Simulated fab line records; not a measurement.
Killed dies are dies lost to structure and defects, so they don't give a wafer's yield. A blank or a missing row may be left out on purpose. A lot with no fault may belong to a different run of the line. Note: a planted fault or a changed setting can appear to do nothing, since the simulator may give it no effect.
2 desks, one fault | flow berkeley-cmos170 | only its own numbers are on each desk; what lay behind them is given at the end

## THE METROLOGY DESK
Means of the sampled wafers that have a number, per lot and without regard to the tool the lot ran on: this is what the gauges read. Marked OUT: a lot whose mean sits more than 4 standard deviations from the usual mean, which makes it out of limits; the brackets give that distance.
Columns: A = PWELL_TW at UCB170_PWELL_TW_MEAS_17, usual 378.1
lot  | first seen here | A
L703 | day 3 13:49     | 374.3
L704 | day 3 23:46     | 380.6
L706 | day 4 12:55     | 376.0
L707 | day 4 16:47     | 375.3
L708 | day 4 17:04     | 381.0
L709 | day 5 04:50     | 379.1
L710 | day 5 04:52     | 376.6
L711 | day 5 18:17     | 379.0
L716 | day 6 21:23     | 401.9 (+9.5) OUT
L719 | day 7 05:55     | 403.3 (+10) OUT
L720 | day 7 18:09     | 381.2
L722 | day 7 18:16     | 374.9
L724 | day 8 00:40     | 380.7
L723 | day 8 01:04     | 380.8
This desk finds L716, L719 out of limits, with the earliest case on L716 at day 6 21:23 (PWELL_TW at UCB170_PWELL_TW_MEAS_17). L703, L704, L706, L707, L708, L709, L710, L711, L720, L722, L724, L723 stayed within limits.

## DESK OF THE TOOL OWNER: implanter-03
The tool's own readings at UCB170_PWELL_IMPLANT_15: means of the sampled wafers that have a number, for each lot that ran on this tool. Marked OUT: a lot whose mean sits more than 4 standard deviations from the usual mean, which makes it out of limits; the brackets give that distance.
Columns: A = dose-ions-cm2 at UCB170_PWELL_IMPLANT_15, usual 5.001e+12; B = end-station-pressure-torr at UCB170_PWELL_IMPLANT_15, usual 5.03e-06 Torr; C = faraday-current-uA at UCB170_PWELL_IMPLANT_15, usual 15.8
lot  | first seen here | A                           | B        | C
L706 | day 4 12:41     | 5.008e+12                   | 4.99e-06 | 15.8
L708 | day 4 16:49     | 5.004e+12                   | 4.88e-06 | 15.8
L709 | day 5 04:37     | 5.000e+12                   | 5.13e-06 | 15.7
L716 | day 6 21:08     | 6.199e+12 (+99 or more) OUT | 4.86e-06 | 19.5 (+11) OUT
L719 | day 7 05:42     | 6.200e+12 (+99 or more) OUT | 5.30e-06 | 19.5 (+11) OUT
This desk finds L716, L719 out of limits, L716 being first, at day 6 21:08 (dose-ions-cm2 at UCB170_PWELL_IMPLANT_15). L706, L708, L709 stayed within limits.

## ALL TOGETHER
An alarm could have come from the tool owner's desk at day 6 21:08, on L716, L719.
On L716, L719, the metrology desk was in a position to raise an alarm at day 6 21:23.
Of the lots named, all ran UCB170_PWELL_IMPLANT_15 on implanter-03.

## WHAT HAD BEEN PUT IN BY THE SIMULATOR
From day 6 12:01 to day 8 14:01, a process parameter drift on implanter-03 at UCB170_PWELL_IMPLANT_15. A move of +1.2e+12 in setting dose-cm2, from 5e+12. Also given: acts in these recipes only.
Lots struck among those shown: L716, L719.
Counting hours from when the fault started, the first reading out of limits came at 9 for the tool owner's desk and at 9 for the metrology desk.
